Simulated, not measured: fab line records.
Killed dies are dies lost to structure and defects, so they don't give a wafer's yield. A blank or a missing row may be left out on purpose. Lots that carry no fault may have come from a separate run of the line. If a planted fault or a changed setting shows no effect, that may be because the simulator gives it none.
Tool commonality check + flow rit_cmos + Sampled: 13 lots, 39 wafers

## WHY THIS WAS OPENED
On 1 of the 13 lots, a flag is raised at RIT_GATE_CD_MEAS_16 on the reading cd_nm. No-fault wafers: 149.3 nm, standard deviation 2.1.
Rule: a lot is flagged when every wafer of it that has a number lies more than 4 standard deviations from that mean, or none has a number. All remaining lots are regarded as sound.

| lot  | measured    | on        | cd_nm (nm), wafer by wafer | flag    |
|------|-------------|-----------|----------------------------|---------|
| L172 | day 2 15:07 | cd_sem-02 | 151.6 152.2 151.2          |         |
| L173 | day 2 22:21 | cd_sem-02 | 146.3 147.5 147.0          |         |
| L174 | day 3 04:08 | cd_sem-01 | 148.0 150.2 148.6          |         |
| L175 | day 3 07:38 | cd_sem-01 | 152.2 149.6 149.5          |         |
| L177 | day 3 18:14 | cd_sem-01 | 149.4 145.3 146.7          |         |
| L178 | day 3 23:14 | cd_sem-01 | 148.6 148.4 145.3          |         |
| L180 | day 4 12:09 | cd_sem-01 | 145.9 147.8 147.7          |         |
| L182 | day 4 20:34 | cd_sem-02 | 129.0 129.7 130.1          | FLAGGED |
| L183 | day 5 03:01 | cd_sem-02 | 147.8 149.3 147.8          |         |
| L185 | day 5 10:41 | cd_sem-02 | 153.7 152.7 153.7          |         |
| L192 | day 6 21:51 | cd_sem-02 | 148.6 149.8 148.9          |         |
| L193 | day 6 23:08 | cd_sem-01 | 146.3 147.3 149.1          |         |
| L195 | day 7 12:05 | cd_sem-01 | 148.2 147.3 147.1          |         |
On average the flagged lots' numbers are 129.6 nm, which is -19.7 nm against the usual, or -9 standard deviations.

## LOT BY LOT: THE TOOL USED
The record keeps 1 process step preceding the reading, out of 202 steps on the route. In each cell: the tool, then ch and the chambers that the sampled wafers went through, then the start.
| lot  | flag    | RIT_GATE_EXPOSE_13                 |
|------|---------|------------------------------------|
| L172 |         | iline_stepper-01 ch 0, day 2 14:43 |
| L173 |         | iline_stepper-02 ch 0, day 2 21:57 |
| L174 |         | iline_stepper-02 ch 0, day 3 03:42 |
| L175 |         | iline_stepper-01 ch 0, day 3 07:14 |
| L177 |         | iline_stepper-01 ch 0, day 3 17:50 |
| L178 |         | iline_stepper-01 ch 0, day 3 22:50 |
| L180 |         | iline_stepper-02 ch 0, day 4 11:43 |
| L182 | FLAGGED | iline_stepper-01 ch 0, day 4 20:10 |
| L183 |         | iline_stepper-01 ch 0, day 5 02:37 |
| L185 |         | iline_stepper-01 ch 0, day 5 10:17 |
| L192 |         | iline_stepper-02 ch 0, day 6 21:27 |
| L193 |         | iline_stepper-02 ch 0, day 6 22:44 |
| L195 |         | iline_stepper-02 ch 0, day 7 11:41 |
What these steps do:
- RIT_GATE_EXPOSE_13: exposes mask M6, target cd 150 nm.
- RIT_GATE_CD_MEAS_16: target cd 150 nm.

## FLAGGED OVER TOTAL, TOOL BY TOOL (the gauges that took the reading come last)
| step                | tool             | lots run | flagged | share of the flagged lots | sound lots run after its first flagged lot |
|---------------------|------------------|----------|---------|---------------------------|--------------------------------------------|
| RIT_GATE_EXPOSE_13  | iline_stepper-01 | 7        | 1       | all                       | 2 (L183,L185)                              |
| RIT_GATE_EXPOSE_13  | iline_stepper-02 | 6        | 0       | none                      | -                                          |
| RIT_GATE_CD_MEAS_16 | cd_sem-01        | 7        | 0       | none                      | -                                          |
| RIT_GATE_CD_MEAS_16 | cd_sem-02        | 6        | 1       | all                       | 3 (L183,L185,L192)                         |

## WHAT THE TABLE ALLOWS
In 2 table rows, all flagged lots were run: iline_stepper-01 (RIT_GATE_EXPOSE_13), cd_sem-02 (RIT_GATE_CD_MEAS_16).
- iline_stepper-01 at RIT_GATE_EXPOSE_13 ran 7 lots, 1 of them flagged. Lots that were sound ran on it after the first flagged one (L183, L185); a persistent fault on the entire tool would not allow that.
- cd_sem-02 at RIT_GATE_CD_MEAS_16 ran 6 lots, 1 of them flagged. Lots that were sound ran on it after the first flagged one (L183, L185, L192); a persistent fault on the entire tool would not allow that.
Not one row of the table ran every flagged lot while running no sound lot after the first.

## WHAT THE SIMULATOR HAD INSERTED
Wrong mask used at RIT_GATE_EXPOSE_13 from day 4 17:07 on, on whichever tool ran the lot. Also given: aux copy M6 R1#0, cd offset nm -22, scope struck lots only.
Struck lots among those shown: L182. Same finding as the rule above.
